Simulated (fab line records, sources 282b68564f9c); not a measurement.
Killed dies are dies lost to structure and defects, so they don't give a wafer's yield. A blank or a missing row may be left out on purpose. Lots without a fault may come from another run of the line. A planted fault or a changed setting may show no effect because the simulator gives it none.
fab line records | flow rit_cmos
record lots=14 wafers=42 last_day=6
route steps=202 shown NRETRO@54 PRETRO@74 M1@202
lots that met no fault: from a run of the same line without faults
start_h: hours from the record's first day to the start of the lot's first wafer shown | wait_h: hours since the lot's step before | " the same as in the row above | L1.1+2: a row that stands for several wafers | - no value, or no start given | * or withheld: withheld | < > ~ a bound
route shown NAME@n: a module of which the file shows steps, and the number in the route of the first | usual: mean/standard deviation of fault-free wafers | same: alike in all rows | chamber/n: place in a boat | sites: the reading at each site | _std_site: their standard deviation | _edge_site: outer sites' mean less inner sites' | radius_mm: how far each site lies from the wafer's centre | mask NAME#n: copy n | behind: the tool/chamber that last shaped the wafer | hold: why the lot was held/for how many hours/how that ended | device: the transistor (n, p or np) that didn't switch | end of line: the same wafers' tests at the end of the route | a step without rows: its recipe alone | killed: dies lost to structure and defects at the first sort, not the wafer's yield | map: a wafer's dies, x killed, . not, _ none there
set.NAME: the setting as run; set.NAME@STEP: as run at that earlier step | model.NAME: the simulator's own value behind a step, which no gauge read
steps of the route over a sample of lots; a table a step, a row a wafer
## steps
# step RIT_NRETRO_COAT_01
# recipe resist=NOVOLAK spin_rpm=2000 resist_thk_nm=1300
# usual chill_plate_temp_C=23.00/0.11 dispense_pressure_kPa=49/3.6
# columns lot.wafer tool chamber start_h wait_h chill_plate_temp_C dispense_pressure_kPa
L176.1 litho_track-03 0 37.25 0.1 23.12 45
L176.2 " 0 " " 23.06 45
L176.6 " 0 " " 23.21 45
L177.2 litho_track-04 0 41.37 0.1 22.98 48
L177.4 " 0 " " 22.97 48
L177.5 " 0 " " 22.94 48
L178.2 litho_track-04 0 46.31 0.1 22.87 48
L178.4 " 0 " " 23.07 48
L178.6 " 0 " " 23.07 48
L180.1 litho_track-01 0 54.89 0.1 23.09 53
L180.3 " 0 " " 22.97 54
L180.6 " 0 " " 23.14 54
L182.2 litho_track-04 0 67.08 0.1 23.05 48
L182.5 " 0 " " 22.99 48
L182.6 " 0 " " 22.97 48
L183.1 litho_track-04 0 72.14 0.1 22.96 48
L183.3 " 0 " " 23.06 48
L183.6 " 0 " " 22.98 48
L184.1 litho_track-04 0 77.79 0.1 23.09 48
L184.2 " 0 " " 22.98 48
L184.3 " 0 " " 22.99 48
L186.2 litho_track-01 0 85.45 0.1 23.08 54
L186.3 " 0 " " 22.91 54
L186.6 " 0 " " 23.06 54
L188.2 litho_track-01 0 93.89 0.1 22.93 54
L188.3 " 0 " " 22.94 54
L188.4 " 0 " " 23.03 54
L190.1 litho_track-03 0 105.43 0.1 22.96 45
L190.2 " 0 " " 22.97 45
L190.6 " 0 " " 22.97 45
L191.1 litho_track-01 0 110.52 0.1 22.95 54
L191.3 " 0 " " 22.86 54
L191.6 " 0 " " 23.01 54
L193.1 litho_track-01 0 119.98 0.1 22.87 54
L193.4 " 0 " " 22.95 53
L193.6 " 0 " " 22.87 53
L195.1 litho_track-01 - 128.20 0.1 - -
L195.2 " - " " - -
L195.5 " - " " - -
L196.2 litho_track-04 - 134.68 0.1 - -
L196.4 " - " " - -
L196.6 " - " " - -
# step RIT_NRETRO_OVL_MEAS_06
# usual NRETRO_OVL=0.8/1.3
# columns lot.wafer tool chamber start_h wait_h NRETRO_OVL[nm]
L176.1 overlay-01 - 38.22 - 1.2
L176.2 " - " " 3.9
L176.6 " - " " 3.4
L177.2 overlay-01 - 42.20 - 1.6
L177.4 " - " " 0.5
L177.5 " - " " 1.5
L178.2 overlay-01 - 47.02 - 0.0
L178.4 " - " " -0.8
L178.6 " - " " -0.2
L180.1 overlay-01 - 55.75 - -0.3
L180.3 " - " " 2.3
L180.6 " - " " -0.4
L182.2 overlay-01 - 67.79 - 1.4
L182.5 " - " " -0.6
L182.6 " - " " -0.6
L183.1 overlay-02 - 72.87 - 1.5
L183.3 " - " " 1.2
L183.6 " - " " -0.3
L184.1 overlay-02 - 78.64 - -0.7
L184.2 " - " " -1.4
L184.3 " - " " 0.0
L186.2 overlay-01 - 86.28 - 0.5
L186.3 " - " " 0.4
L186.6 " - " " 0.0
L188.2 overlay-02 - 94.60 - 2.5
L188.3 " - " " 3.1
L188.4 " - " " 2.3
L190.1 overlay-01 - 106.40 - 1.3
L190.2 " - " " 1.4
L190.6 " - " " -0.9
L191.1 overlay-01 - 111.37 - 0.4
L191.3 " - " " -0.2
L191.6 " - " " 0.7
L193.1 overlay-02 - 120.84 - 1.0
L193.4 " - " " 1.9
L193.6 " - " " 1.6
L195.1 overlay-02 - 129.06 - -
L195.2 " - " " -
L195.5 " - " " -
L196.2 overlay-02 - 135.39 - -
L196.4 " - " " -
L196.6 " - " " -
# step RIT_PRETRO_TW_MEAS_10
# usual PRETRO_TW=477/3.9
# columns lot.wafer tool chamber start_h wait_h hold PRETRO_TW
L176.1 film_metro-01 - 40.38 0.1 - 481
L176.2 " - " " - 480
L176.6 " - " " - 480
L177.2 film_metro-03 - 44.49 0.1 - 476
L177.4 " - " " - 474
L177.5 " - " " - 473
L178.2 film_metro-03 - 49.39 0.1 - 478
L178.4 " - " " - 478
L178.6 " - " " - 479
L180.1 film_metro-02 - 57.91 0.1 - 473
L180.3 " - " " - 474
L180.6 " - " " - 473
L182.2 film_metro-02 - 69.95 0.1 - 468
L182.5 " - " " - 469
L182.6 " - " " - 471
L183.1 film_metro-01 - 75.03 0.1 - 479
L183.3 " - " " - 481
L183.6 " - " " - 480
L184.1 film_metro-01 - 80.80 0.1 - 481
L184.2 " - " " - 481
L184.3 " - " " - 482
L186.2 film_metro-02 - 88.45 0.1 - 470
L186.3 " - " " - 475
L186.6 " - " " - 471
L188.2 film_metro-02 - 96.77 0.1 - 476
L188.3 " - " " - 473
L188.4 " - " " - 471
L190.1 film_metro-03 - 108.56 0.1 - 477
L190.2 " - " " - 476
L190.6 " - " " - 478
L191.1 film_metro-02 - 113.53 0.1 - 473
L191.3 " - " " - 473
L191.6 " - " " - 475
L193.1 film_metro-03 - 123.13 0.1 - 478
L193.4 " - " " - 479
L193.6 " - " " - 480
L195.1 film_metro-03 - 131.22 0.1 await_dispo/0.2h/release 1090
L195.2 " - " " await_dispo/0.2h/release 1082
L195.5 " - " " await_dispo/0.2h/release 1082
L195.1 film_metro-03 - 131.45 0.2 - 1089
L195.2 " - " " - 1085
L195.5 " - " " - 1083
L196.2 film_metro-01 - 137.68 0.1 await_dispo/0.2h/release 1094
L196.4 " - " " await_dispo/0.2h/release 1094
L196.6 " - " " await_dispo/0.2h/release 1096
L196.2 film_metro-01 - 137.91 0.2 - 1101
L196.4 " - " " - 1094
L196.6 " - " " - 1094
# step RIT_M1_PROBE_99
# usual defect_limited_yield=97.3/1 killed_at_contacts=0.0/0.16 killed_at_front_end=7.1/2.7 killed_dies=7.2/2.7 killed_open=3.5/1.9 killed_short=3.6/1.9 sort_bin_3_pad_short=0.1/0.21 sort_bin_5_function=1.6/0.73 sort_bin_6_memory=1.0/0.64 sort_n_pass=256.8/2.7 sort_yield_pct=97.3/1
# same gross_dies=264 killed_at_M0_to_M3=0 killed_at_M4_up=0 killed_at_back_side=0 killed_at_other=0
# columns lot.wafer tool chamber start_h wait_h defect_limited_yield[%] killed_at_contacts killed_at_front_end killed_dies killed_open killed_short sort_bin_3_pad_short[%] sort_bin_5_function[%] sort_bin_6_memory[%] sort_n_pass sort_yield_pct[%]
L176.1 prober-01 - 66.90 0.1 97.0 0 8 8 3 5 0.4 0.8 1.9 256.0 97.0
L176.2 prober-01 - 66.95 0.1 95.5 0 12 12 4 8 0.4 2.3 1.9 252.0 95.5
L176.6 prober-01 - 67.15 0.2 98.1 0 5 5 2 3 0 1.1 0.8 259.0 98.1
L177.2 prober-02 - 72.28 0.1 97.7 0 6 6 3 3 0 1.1 1.1 258.0 97.7
L177.4 prober-02 - 72.38 0.2 97.3 1 6 7 4 3 0 1.5 1.1 257.0 97.3
L177.5 prober-02 - 72.43 0.2 97.3 0 7 7 6 1 0 2.3 0.4 257.0 97.3
L178.2 prober-01 - 75.97 0.1 95.1 0 13 13 7 6 0 3.0 1.9 251.0 95.1
L178.4 prober-01 - 76.07 0.2 97.3 0 7 7 6 1 0 0.8 1.9 257.0 97.3
L178.6 prober-01 - 76.17 0.2 96.2 0 10 10 7 3 0 2.3 1.5 254.0 96.2
L180.1 prober-01 - 88.21 0.1 98.1 0 5 5 4 1 0 1.5 0.4 259.0 98.1
L180.3 prober-01 - 88.31 0.2 97.7 0 6 6 6 0 0 1.1 1.1 258.0 97.7
L180.6 prober-01 - 88.46 0.2 96.2 0 10 10 1 9 0 3.0 0.8 254.0 96.2
L182.2 prober-01 - 97.02 0.1 96.2 0 10 10 5 5 0 3.4 0.4 254.0 96.2
L182.5 prober-01 - 97.17 0.2 97.0 0 8 8 4 4 0 1.9 1.1 256.0 97.0
L182.6 prober-01 - 97.22 0.2 98.1 0 5 5 3 2 0 1.1 0.8 259.0 98.1
L183.1 prober-02 - 103.22 0.1 97.7 0 6 6 4 2 0 0.8 1.5 258.0 97.7
L183.3 prober-02 - 103.32 0.2 97.0 0 8 8 5 3 0 1.5 1.5 256.0 97.0
L183.6 prober-02 - 103.47 0.2 99.6 0 1 1 0 1 0 0.4 0 263.0 99.6
L184.1 prober-01 - 110.09 0.1 97.3 0 7 7 2 5 0.8 0.8 1.1 257.0 97.3
L184.2 prober-01 - 110.14 0.1 96.6 0 9 9 5 4 0 2.7 0.8 255.0 96.6
L184.3 prober-01 - 110.19 0.2 97.3 0 7 7 2 5 0 1.9 0.8 257.0 97.3
L186.2 prober-01 - 116.65 0.1 97.7 0 6 6 2 4 0 1.5 0.8 258.0 97.7
L186.3 prober-01 - 116.70 0.2 95.1 0 13 13 5 8 0.4 3.0 1.5 251.0 95.1
L186.6 prober-01 - 116.85 0.2 97.3 0 7 7 6 1 0 1.1 1.5 257.0 97.3
L188.2 prober-01 - 124.67 0.1 98.9 0 3 3 2 1 0 0.8 0.4 261.0 98.9
L188.3 prober-01 - 124.72 0.2 97.3 0 7 7 3 4 0.4 1.9 0.4 257.0 97.3
L188.4 prober-01 - 124.77 0.2 97.0 0 8 8 6 2 0.4 2.7 0 256.0 97.0
L190.1 prober-01 - 136.54 0.1 98.1 0 5 5 0 5 0 1.1 0.8 259.0 98.1
L190.2 prober-01 - 136.59 0.1 97.7 0 6 6 2 4 0 1.1 1.1 258.0 97.7
L190.6 prober-01 - 136.79 0.2 97.3 0 7 7 3 4 0.4 1.9 0.4 257.0 97.3
L191.1 prober-02 - 138.82 0.1 97.0 0 8 8 2 6 0.4 1.1 1.5 256.0 97.0
L191.3 prober-02 - 138.92 0.2 94.7 0 14 14 6 8 0.8 2.3 2.3 250.0 94.7
L191.6 prober-02 - 139.07 0.2 96.6 0 9 9 4 5 0.8 1.9 0.8 255.0 96.6
L193.1 prober-02 - 151.57 0.1 97.7 0 6 6 3 3 0.4 1.1 0.8 258.0 97.7
L193.4 prober-02 - 151.72 0.2 97.0 0 8 8 4 4 0 1.9 1.1 256.0 97.0
L193.6 prober-02 - 151.82 0.2 96.2 0 10 10 3 7 0 1.1 2.7 254.0 96.2
# killed by level:class
L176.1 SILICIDE:geometric_particle:short=2 FOX2:geometric_particle:short=1 GATE:geometric_particle:open=1 REOX:geometric_particle:short=1 SPACER:geometric_particle:short=1 SPACER:geometric_particle:open=1 SILICIDE:geometric_particle:open=1
L176.2 SPACER:geometric_particle:short=4 REOX:geometric_particle:short=2 FOX1:geometric_particle:short=1 FOX1:geometric_particle:open=1 GATE:geometric_particle:short=1 GATE:geometric_particle:open=1 REOX:geometric_particle:open=1 SILICIDE:geometric_particle:open=1
L176.6 FOX2:geometric_particle:open=1 GATE:geometric_particle:short=1 GATE:geometric_particle:open=1 SPACER:geometric_particle:short=1 SILICIDE:geometric_particle:short=1
L177.2 GATE:geometric_particle:open=3 GATE:geometric_particle:short=3
L177.4 FOX1:geometric_particle:short=2 GATE:geometric_particle:open=2 FOX1:geometric_particle:open=1 SPACER:geometric_particle:open=1 CONTACT:geometric_particle:short=1
L177.5 REOX:geometric_particle:open=3 FOX1:geometric_particle:open=1 GATE:geometric_particle:open=1 GATE:geometric_particle:short=1 SILICIDE:geometric_particle:open=1
L178.2 SPACER:geometric_particle:open=3 FOX1:geometric_particle:short=2 GATE:geometric_particle:short=2 REOX:geometric_particle:open=2 FOX2:geometric_particle:open=1 GATE:geometric_particle:open=1 SPACER:geometric_particle:short=1 SILICIDE:geometric_particle:short=1
L178.4 REOX:geometric_particle:open=3 GATE:geometric_particle:open=2 REOX:geometric_particle:short=1 SPACER:geometric_particle:open=1
L178.6 GATE:geometric_particle:open=2 SPACER:geometric_particle:open=2 FOX1:geometric_particle:open=1 FOX2:geometric_particle:short=1 FOX2:geometric_particle:open=1 REOX:geometric_particle:open=1 SPACER:geometric_particle:short=1 SILICIDE:geometric_particle:short=1
L180.1 REOX:geometric_particle:open=2 FOX2:geometric_particle:open=1 GATE:geometric_particle:open=1 GATE:geometric_particle:short=1
L180.3 GATE:geometric_particle:open=3 FOX2:geometric_particle:open=1 REOX:geometric_particle:open=1 SPACER:geometric_particle:open=1
L180.6 GATE:geometric_particle:short=4 SPACER:geometric_particle:short=2 ACTIVE:geometric_particle:short=1 FOX1:geometric_particle:short=1 GATE:geometric_particle:open=1 REOX:geometric_particle:short=1
L182.2 GATE:geometric_particle:short=3 GATE:geometric_particle:open=2 FOX1:geometric_particle:open=1 FOX1:geometric_particle:short=1 FOX2:geometric_particle:open=1 SILICIDE:geometric_particle:open=1 SILICIDE:geometric_particle:short=1
L182.5 FOX1:geometric_particle:short=2 REOX:geometric_particle:open=2 SILICIDE:geometric_particle:short=2 FOX2:geometric_particle:open=1 SILICIDE:geometric_particle:open=1
L182.6 GATE:geometric_particle:open=2 FOX2:geometric_particle:short=1 GATE:geometric_particle:short=1 SILICIDE:geometric_particle:open=1
L183.1 FOX1:geometric_particle:open=2 FOX1:geometric_particle:short=1 GATE:geometric_particle:short=1 REOX:geometric_particle:open=1 SILICIDE:geometric_particle:open=1
L183.3 SILICIDE:geometric_particle:open=3 FOX2:geometric_particle:short=2 GATE:geometric_particle:open=1 SPACER:geometric_particle:open=1 SPACER:geometric_particle:short=1
L183.6 GATE:geometric_particle:short=1
L184.1 SILICIDE:geometric_particle:short=3 GATE:geometric_particle:short=2 GATE:geometric_particle:open=1 REOX:geometric_particle:open=1
L184.2 GATE:geometric_particle:short=2 GATE:geometric_particle:open=2 REOX:geometric_particle:open=2 SPACER:geometric_particle:short=2 FOX2:geometric_particle:open=1
L184.3 GATE:geometric_particle:short=2 GATE:geometric_particle:open=2 REOX:geometric_particle:short=1 SPACER:geometric_particle:short=1 SILICIDE:geometric_particle:short=1
L186.2 FOX1:geometric_particle:short=2 SPACER:geometric_particle:short=2 FOX1:geometric_particle:open=1 SPACER:geometric_particle:open=1
L186.3 SPACER:geometric_particle:short=4 GATE:geometric_particle:short=2 GATE:geometric_particle:open=2 FOX1:geometric_particle:open=1 FOX1:geometric_particle:short=1 FOX2:geometric_particle:short=1 SPACER:geometric_particle:open=1 SILICIDE:geometric_particle:open=1
L186.6 REOX:geometric_particle:open=3 FOX1:geometric_particle:open=1 FOX1:geometric_particle:short=1 SPACER:geometric_particle:open=1 SILICIDE:geometric_particle:open=1
L188.2 FOX1:geometric_particle:short=1 REOX:geometric_particle:open=1 SPACER:geometric_particle:open=1
L188.3 FOX2:geometric_particle:short=2 FOX1:geometric_particle:open=1 FOX1:geometric_particle:short=1 FOX2:geometric_particle:open=1 GATE:geometric_particle:short=1 REOX:geometric_particle:open=1
L188.4 SPACER:geometric_particle:open=4 FOX1:geometric_particle:short=1 FOX1:geometric_particle:open=1 FOX2:geometric_particle:short=1 GATE:geometric_particle:open=1
L190.1 GATE:geometric_particle:short=3 FOX2:geometric_particle:short=1 SPACER:geometric_particle:short=1
L190.2 GATE:geometric_particle:short=2 SILICIDE:geometric_particle:short=2 FOX1:geometric_particle:open=1 SILICIDE:geometric_particle:open=1
L190.6 GATE:geometric_particle:short=3 GATE:geometric_particle:open=2 REOX:geometric_particle:open=1 SPACER:geometric_particle:short=1
L191.1 GATE:geometric_particle:short=3 FOX2:geometric_particle:short=2 GATE:geometric_particle:open=2 REOX:geometric_particle:short=1
L191.3 SILICIDE:geometric_particle:open=3 FOX2:geometric_particle:short=2 GATE:geometric_particle:open=2 REOX:geometric_particle:short=2 SPACER:geometric_particle:short=2 FOX1:geometric_particle:open=1 GATE:geometric_particle:short=1 SILICIDE:geometric_particle:short=1
L191.6 FOX2:geometric_particle:short=3 GATE:geometric_particle:open=3 FOX1:geometric_particle:short=1 GATE:geometric_particle:short=1 SILICIDE:geometric_particle:open=1
L193.1 GATE:geometric_particle:short=2 SPACER:geometric_particle:open=2 FOX1:geometric_particle:open=1 SPACER:geometric_particle:short=1
L193.4 GATE:geometric_particle:short=2 REOX:geometric_particle:open=2 FOX1:geometric_particle:short=1 SPACER:geometric_particle:short=1 GATE:geometric_particle:open=1 SILICIDE:geometric_particle:open=1
L193.6 GATE:geometric_particle:short=4 SPACER:geometric_particle:short=2 GATE:geometric_particle:open=1 SPACER:geometric_particle:open=1 SILICIDE:geometric_particle:open=1 SILICIDE:geometric_particle:short=1
## key
first_sign step=RIT_NRETRO_COAT_01 reading=tool_record direction=missing
effect step=RIT_NRETRO_OVL_MEAS_06 reading=NRETRO_OVL direction=missing
effect step=RIT_PRETRO_TW_MEAS_10 reading=visit direction=added
effect step=RIT_PRETRO_TW_MEAS_10 reading=PRETRO_TW direction=up sigmas=99+ usual=477 struck=1090
met_at RIT_NRETRO_COAT_01
struck_lots L195,L196
scrapped_behind RIT_PRETRO_TW_MEAS_10 L195.1,L195.2,L195.5,L196.2,L196.4,L196.6
onset_between 119.98 128.20
fault kind=skipped_step_whole tool=litho_track-01,litho_track-04 chamber=- onset_h=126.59 steps=RIT_NRETRO_COAT_01 scope=struck_lots_only
